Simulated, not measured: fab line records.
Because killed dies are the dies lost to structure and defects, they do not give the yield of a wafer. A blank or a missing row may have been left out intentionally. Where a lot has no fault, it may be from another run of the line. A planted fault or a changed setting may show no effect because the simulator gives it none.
Comparing a struck lot with a sound one || flow rit_cmos || 14 out of 202 route steps
Sound: wafers L241.1, L241.4, L241.5. Wafers struck: L251.1, L251.2, L251.4. Last of all comes the cause.
Order at every step that has rows: each side's tool, ch and its chambers, its first start. Under that, the readings that differ: sound wafers || struck wafers || difference of the means || sigmas: that difference in standard deviations of wafers without a fault.
alike: readings with means less than 2 such deviations apart, plus words and numbers identical on both sides. not compared: withheld readings, readings lacking a value on some wafer, bounds such as >300 that could conceal the same value, and numbers that have no deviation in the record and whose values overlap.
A row with sigmas, a row that says differs or no value, or rows on one side alone: a step with any of these is where the two part. When numbers do not overlap yet have no deviation, they are printed without sigmas and do not part them. A reading missing from all wafers of one side parts the sides only when that side holds two or more wafers.

first, 2 steps without rows for these wafers: RIT_PWELL_HARDBAKE_07 (time 120 s); RIT_PWELL_IMPLANT_08.
RIT_PWELL_STRIP_09: strips in O2, time 180 s.
  sound on plasma_asher-03 ch 0,1, day 3 11:12; struck on plasma_asher-03 ch 0,1, day 5 11:21
  alike: chamber_pressure_mTorr, drypump_motor_current_A, rf_refl_power_W
  not compared: rf_hours_counter_h
RIT_PWELL_TW_MEAS_10:
  struck on film_metro-04, day 5 11:32; sound on film_metro-02, day 3 11:22
  alike: PWELL_TW
then, 1 step without rows for these wafers: RIT_WELLDRIVE_ANNEAL_00 (time 14700 s).
RIT_WELLDRIVE_RS_MEAS_01: uses a four-point probe to measure.
  struck on film_metro-01, day 5 16:40; sound on film_metro-04, day 3 16:31
  alike: NWELL_RS
RIT_WELLDRIVE_RS_MEAS_02: uses a four-point probe to measure.
  struck on film_metro-01, day 5 16:47; sound on film_metro-04, day 3 16:38
  alike: PWELL_RS
then, 5 steps without rows for these wafers: RIT_NRETRO_HMDS_00 (prime time 60 s); RIT_NRETRO_COAT_01 (resist thk 1300 nm); RIT_NRETRO_SOFTBAKE_02 (time 60 s); RIT_NRETRO_EXPOSE_03 (exposes mask M4, target cd 43900 nm); RIT_NRETRO_PEB_04.
RIT_NRETRO_DEVELOP_05: develop time 68 s.
  struck on litho_track-04, day 5 17:00; sound on litho_track-02 ch 0, day 3 17:00
  no value came back on the struck wafers for chill_plate_temp_C (C), develop_time_s (s); on the sound wafers chill_plate_temp_C (C) reads 23.18 22.99 22.99
RIT_NRETRO_OVL_MEAS_06:
  struck on overlay-01, day 5 17:54; sound on overlay-01, day 3 17:38
{"reading": "NRETRO_OVL (nm)", "sound": "3.7 1.6 2.9", "struck": "- - -", "difference": "no value on the struck wafers", "sigmas": ""}

== WHERE THEY PART ==
Last at RIT_NRETRO_OVL_MEAS_06 as far as this record goes, first at RIT_NRETRO_DEVELOP_05.

WHY: what had been put in by the simulator
Step skipped in full: litho_track-04, at RIT_NRETRO_DEVELOP_05, from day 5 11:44 onward. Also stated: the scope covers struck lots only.
